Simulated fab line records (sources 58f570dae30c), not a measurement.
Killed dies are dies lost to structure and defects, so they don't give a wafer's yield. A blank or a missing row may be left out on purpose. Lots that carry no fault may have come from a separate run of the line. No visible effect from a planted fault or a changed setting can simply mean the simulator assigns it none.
The tool behind it: which one? | flow berkeleyCmos170 | 14 lots with 42 wafers sampled at 4 steps, on a route of 331 steps

== WHAT EACH GAUGE READ, for each wafer ==
UCB170_ACTIVE_CD_MEAS_90 targets a cd of 1200 nm. Usual: cdNm 1200.1 nm, standard deviation 1.3.
lot  | measured    | on       | cdNm (nm)            | flag
L387 | day 4 01:28 | cdSem-01 | 1199.8 1199.7 1199.3 | 
L386 | day 4 01:46 | cdSem-02 | 1199.4 1200.6 1199.6 | 
L390 | day 4 15:08 | cdSem-02 | 1202.4 1202.0 1201.8 | 
L388 | day 4 15:16 | cdSem-02 | 1198.2 1198.5 1199.5 | 
L391 | day 5 00:55 | cdSem-02 | 1201.8 1201.4 1201.5 | 
L393 | day 5 14:00 | cdSem-01 | 1198.6 1199.9 1198.7 | 
L398 | day 6 17:50 | cdSem-02 | 1200.3 1198.1 1200.1 | 
L401 | day 7 05:10 | cdSem-02 | 1200.4 1200.6 1199.5 | 
L402 | day 7 16:38 | cdSem-01 | 1199.8 1201.0 1201.3 | 
L403 | day 8 00:59 | cdSem-02 | 1197.1 1198.9 1197.7 | 
L405 | day 8 01:32 | cdSem-02 | 1200.8 1199.7 1200.5 | 
L406 | day 8 17:31 | cdSem-02 | 1198.0 1198.9 1198.7 | 
L408 | day 9 00:38 | cdSem-01 | 1200.6 1201.4 1200.5 | 
L407 | day 9 01:11 | cdSem-01 | 1200.4 1198.1 1200.1 | 

UCB170_NLDD_TW_MEAS_11. Usual: for NLDD_TW the level is 2238 and the standard deviation is 35.
lot  | measured     | on           | NLDD_TW        | flag
L387 | day 5 23:14  | filmMetro-01 | 2213 2214 2217 | 
L386 | day 5 22:40  | filmMetro-02 | 2293 2298 2303 | 
L390 | day 6 17:01  | filmMetro-01 | 2212 2201 2214 | 
L388 | day 6 17:14  | filmMetro-03 | 30 30 30       | OFF
L391 | day 7 08:30  | filmMetro-02 | 31 31 31       | OFF
L393 | day 7 15:41  | filmMetro-02 | 2279 2285 2289 | 
L398 | day 9 04:23  | filmMetro-01 | 2213 2207 2230 | 
L401 | day 9 15:56  | filmMetro-01 | 2206 2193 2205 | 
L402 | day 10 07:08 | filmMetro-02 | 2281 2277 2288 | 
L403 | day 10 05:59 | filmMetro-03 | 2247 2238 2248 | 
L405 | day 10 06:58 | filmMetro-03 | 2238 2239 2242 | 
L406 | day 10 18:15 | filmMetro-03 | 2245 2240 2235 | 
L408 | day 11 02:49 | filmMetro-02 | 2295 2298 2301 | 
L407 | day 11 02:46 | filmMetro-01 | 2213 2219 2218 | 

== WHAT TOOL EACH LOT RAN ON (gives the tool, then ch and the chambers of the sampled wafers, and finally the start) ==
lot  | UCB170_PFIELD_STRIP_08             | UCB170_NLDD_DEVELOP_05
L387 | plasmaAsher-01 ch 0,1, day 4 03:07 | lithoTrack-01 ch 0, day 5 22:00
L386 | plasmaAsher-02 ch 0,1, day 4 03:22 | lithoTrack-01 ch 0, day 5 21:00
L390 | plasmaAsher-03 ch 0,1, day 4 18:04 | lithoTrack-02 ch 0, day 6 16:00
L388 | plasmaAsher-02 ch 0,1, day 4 18:14 | lithoTrack-01 ch 0, day 6 16:00
L391 | plasmaAsher-01 ch 0,1, day 5 04:28 | lithoTrack-01 ch 0, day 7 07:00
L393 | plasmaAsher-01 ch 0,1, day 5 16:01 | lithoTrack-02 ch 0, day 7 15:00
L398 | plasmaAsher-02 ch 0,1, day 6 19:10 | lithoTrack-03 ch 0, day 9 03:00
L401 | plasmaAsher-02 ch 0, day 7 06:58   | lithoTrack-03 ch 0, day 9 15:00
L402 | plasmaAsher-01 ch 0,1, day 7 18:09 | lithoTrack-03 ch 0, day 10 06:00
L403 | plasmaAsher-03 ch 0,1, day 8 02:58 | lithoTrack-01 ch 0, day 10 05:00
L405 | plasmaAsher-02 ch 0, day 8 03:56   | lithoTrack-01 ch 0, day 10 06:00
L406 | plasmaAsher-03 ch 0,1, day 8 22:43 | lithoTrack-01 ch 0, day 10 17:00
L408 | plasmaAsher-03 ch 0,1, day 9 03:57 | lithoTrack-02 ch 0, day 11 02:00
L407 | plasmaAsher-03 ch 0,1, day 9 04:05 | lithoTrack-03 ch 0, day 11 02:00
- UCB170_PFIELD_STRIP_08: strips in O2.
- UCB170_NLDD_DEVELOP_05: develop time 45 s.

== AS READ BY THE TOOLS THEMSELVES (means over the sampled wafers that have a number; for cases with no such wafer, the mark the record gives instead) ==
UCB170_PFIELD_STRIP_08. Usual: drypumpMotorCurrentA 5.7 A, standard deviation 0.44; o2FlowSccm 400.1 sccm, standard deviation 1.2; oesProductAu 0.734 a.u., standard deviation 0.0045; stripTimeToEndpointS 21.65 s, standard deviation 0.071.
lot  | tool           | drypumpMotorCurrentA (A) | o2FlowSccm (sccm) | oesProductAu (a.u.) | stripTimeToEndpointS (s) | flag
L387 | plasmaAsher-01 | 5.3                      | 400.2             | 0.732               | 21.70                    | 
L386 | plasmaAsher-02 | 6.3                      | 399.3             | 0.730               | 21.51                    | 
L390 | plasmaAsher-03 | 5.7                      | 400.1             | 0.731               | 21.59                    | 
L388 | plasmaAsher-02 | 6.0                      | 399.5             | 0.735               | 21.60                    | 
L391 | plasmaAsher-01 | 5.4                      | 400.7             | 0.733               | 21.64                    | 
L393 | plasmaAsher-01 | 5.2                      | 401.6             | 0.733               | 21.61                    | 
L398 | plasmaAsher-02 | 6.3                      | 400.2             | 0.733               | 21.62                    | 
L401 | plasmaAsher-02 | 5.8                      | 400.6             | 0.731               | 21.75                    | 
L402 | plasmaAsher-01 | 5.4                      | 399.7             | 0.736               | 21.63                    | 
L403 | plasmaAsher-03 | 5.7                      | 399.9             | 0.737               | 21.74                    | 
L405 | plasmaAsher-02 | 5.8                      | 400.1             | 0.735               | 21.69                    | 
L406 | plasmaAsher-03 | 5.7                      | 400.5             | 0.733               | 21.76                    | 
L408 | plasmaAsher-03 | 5.8                      | 400.3             | 0.731               | 21.74                    | 
L407 | plasmaAsher-03 | 5.7                      | 400.4             | 0.735               | 21.75                    | 

== THE ANSWER, worked out from the rows above alone ==
Rule: take the mean of a lot's wafers that have a number; if it is more than 3 standard deviations from the usual mean, the lot is off. A lot without any number at a reading at which 4 lots or more have one is off too. Any other lot the step has rows for is counted as sound. The gauges are gone through in route order, then the tools' own readings, and for those a lot's mean is taken as printed above. The first step at which some lot is off is used, and at that step the reading that is off furthest; a lot without a number counts as furthest.
Off: L388, L391, seen at UCB170_NLDD_TW_MEAS_11 (NLDD_TW).
A tool fits if, at a process step before that reading, it ran every lot that is off, and no sound lot after the first of them. The gauges at UCB170_NLDD_TW_MEAS_11 are tried like those tools. No candidate that was tried fits.

== WHAT WAS PUT IN BY THE SIMULATOR ==
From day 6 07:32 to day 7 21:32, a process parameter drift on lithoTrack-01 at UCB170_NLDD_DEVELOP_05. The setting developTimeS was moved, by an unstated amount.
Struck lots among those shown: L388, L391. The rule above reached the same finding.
